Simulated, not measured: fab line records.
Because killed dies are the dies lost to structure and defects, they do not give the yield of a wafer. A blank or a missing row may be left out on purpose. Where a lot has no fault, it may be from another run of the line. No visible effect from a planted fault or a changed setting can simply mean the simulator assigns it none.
Which tool is to blame? -- flow berkeleyCmos170 -- 14 lots, 42 wafers sampled, at 3 steps of a route of 331

WHAT THE GAUGES SHOWED, per wafer
UCB170_PVT_TW_MEAS_09. Usual: for PVT_TW the level is 505 and the standard deviation is 4.5.
lot,measured,on,PVT_TW,flag
L965,day 6 14:03,filmMetro-02,497 499 495,
L966,day 6 21:05,filmMetro-03,510 510 510,
L967,day 7 11:05,filmMetro-01,506 505 506,
L968,day 7 11:13,filmMetro-01,510 508 509,
L969,day 7 11:43,filmMetro-02,499 500 500,
L970,day 7 23:40,filmMetro-01,508 508 508,
L971,day 7 23:55,filmMetro-02,503 499 500,
L978,day 9 19:27,filmMetro-01,507 506 509,
L979,day 9 18:36,filmMetro-03,502 503 507,
L982,day 10 16:29,filmMetro-03,509 508 507,
L983,day 10 16:52,filmMetro-02,503 500 498,
L985,day 11 00:05,filmMetro-02,499 501 496,
L986,day 11 08:50,filmMetro-01,509 507 506,
L987,day 11 08:27,filmMetro-02,499 497 502,

UCB170_NLDD_TW_MEAS_11. Usual: for NLDD_TW the level is 2221 and the standard deviation is 12.
lot,measured,on,NLDD_TW,flag
L965,day 7 08:23,filmMetro-04,2233 2220 2232,
L966,day 7 19:35,filmMetro-01,2221 2217 2209,
L967,day 8 08:25,filmMetro-04,2245 2231 2247,
L968,day 8 09:07,filmMetro-03,2215 2212 2214,
L969,day 8 08:47,filmMetro-03,2221 2205 2218,
L970,day 8 22:42,filmMetro-04,2245 2237 2231,
L971,day 8 22:54,filmMetro-03,2218 2200 2219,
L978,day 10 12:44,filmMetro-01,2212 2209 2202,
L979,day 10 11:46,filmMetro-01,2211 2213 2197,
L982,day 11 13:07,filmMetro-01,2217 2220 2205,
L983,day 11 13:21,filmMetro-03,2222 2218 2216,
L985,day 11 18:44,filmMetro-01,2210 2216 2214,
L986,day 12 03:03,filmMetro-04,2219 2217 2230,
L987,day 12 02:47,filmMetro-01,2208 2203 2210,

EACH LOT AND THE TOOL THAT RAN IT (in order: tool; ch and the chambers of the sampled wafers; start)
lot,UCB170_PFIELD_PEB_04
L965,"lithoTrack-01 ch 0, day 5 02:44"
L966,"lithoTrack-04 ch 0, day 5 10:09"
L967,"lithoTrack-02 ch 0, day 5 23:00"
L968,"lithoTrack-01 ch 0, day 5 23:58"
L969,"lithoTrack-02 ch 0, day 6 00:40"
L970,"lithoTrack-02 ch 0, day 6 09:06"
L971,"lithoTrack-01 ch 0, day 6 09:12"
L978,"lithoTrack-04, day 8 00:16"
L979,"lithoTrack-02, day 8 00:31"
L982,"lithoTrack-02 ch 0, day 9 00:50"
L983,"lithoTrack-04 ch 0, day 9 00:57"
L985,"lithoTrack-04 ch 0, day 9 09:07"
L986,"lithoTrack-02 ch 0, day 9 19:25"
L987,"lithoTrack-04 ch 0, day 9 19:42"
- UCB170_PFIELD_PEB_04

AS READ BY THE TOOLS THEMSELVES (means over the sampled wafers that have a number; for cases with no such wafer, the mark the record gives instead)
UCB170_PFIELD_PEB_04. Usual: chillPlateTempC 23.02 C, standard deviation 0.1; exhaustPa 45.0 Pa, standard deviation 0.86; plateTempC 130.00 C, standard deviation 0.13.
lot,tool,chillPlateTempC (C),exhaustPa (Pa),plateTempC (C),flag
L965,lithoTrack-01,22.86,45.7,130.03,
L966,lithoTrack-04,23.05,45.1,130.01,
L967,lithoTrack-02,23.03,44.5,129.93,
L968,lithoTrack-01,23.03,44.9,129.88,
L969,lithoTrack-02,22.95,45.1,130.00,
L970,lithoTrack-02,22.95,43.7,130.22,
L971,lithoTrack-01,23.17,44.4,129.96,
L978,lithoTrack-04,-,-,-,OFF
L979,lithoTrack-02,-,-,-,OFF
L982,lithoTrack-02,22.99,43.8,130.06,
L983,lithoTrack-04,22.93,44.8,129.90,
L985,lithoTrack-04,23.06,45.9,130.15,
L986,lithoTrack-02,23.11,44.2,130.02,
L987,lithoTrack-04,23.01,46.1,130.13,

THE ANSWER, worked out from the rows above alone
Rule: lot off if the mean of its wafers having a number is beyond 3 standard deviations from the usual mean. A lot without any number at a reading at which 4 lots or more have one is off too. Any other lot the step has rows for is counted as sound. After the gauges, taken in route order, come the tools' own readings; for these a lot's mean is taken, as printed above. The first step at which some lot is off is used, and at that step the reading that is off furthest; a lot without a number counts as furthest.
Off, at UCB170_PFIELD_PEB_04 on chillPlateTempC: L978, L979. Without a number there: L978, L979.
If a tool, at that step or one of the process steps before it, ran each lot that is off and ran no sound lot following the first of them, it fits. No candidate that was tried fits.

WHAT THE SIMULATOR PUT IN
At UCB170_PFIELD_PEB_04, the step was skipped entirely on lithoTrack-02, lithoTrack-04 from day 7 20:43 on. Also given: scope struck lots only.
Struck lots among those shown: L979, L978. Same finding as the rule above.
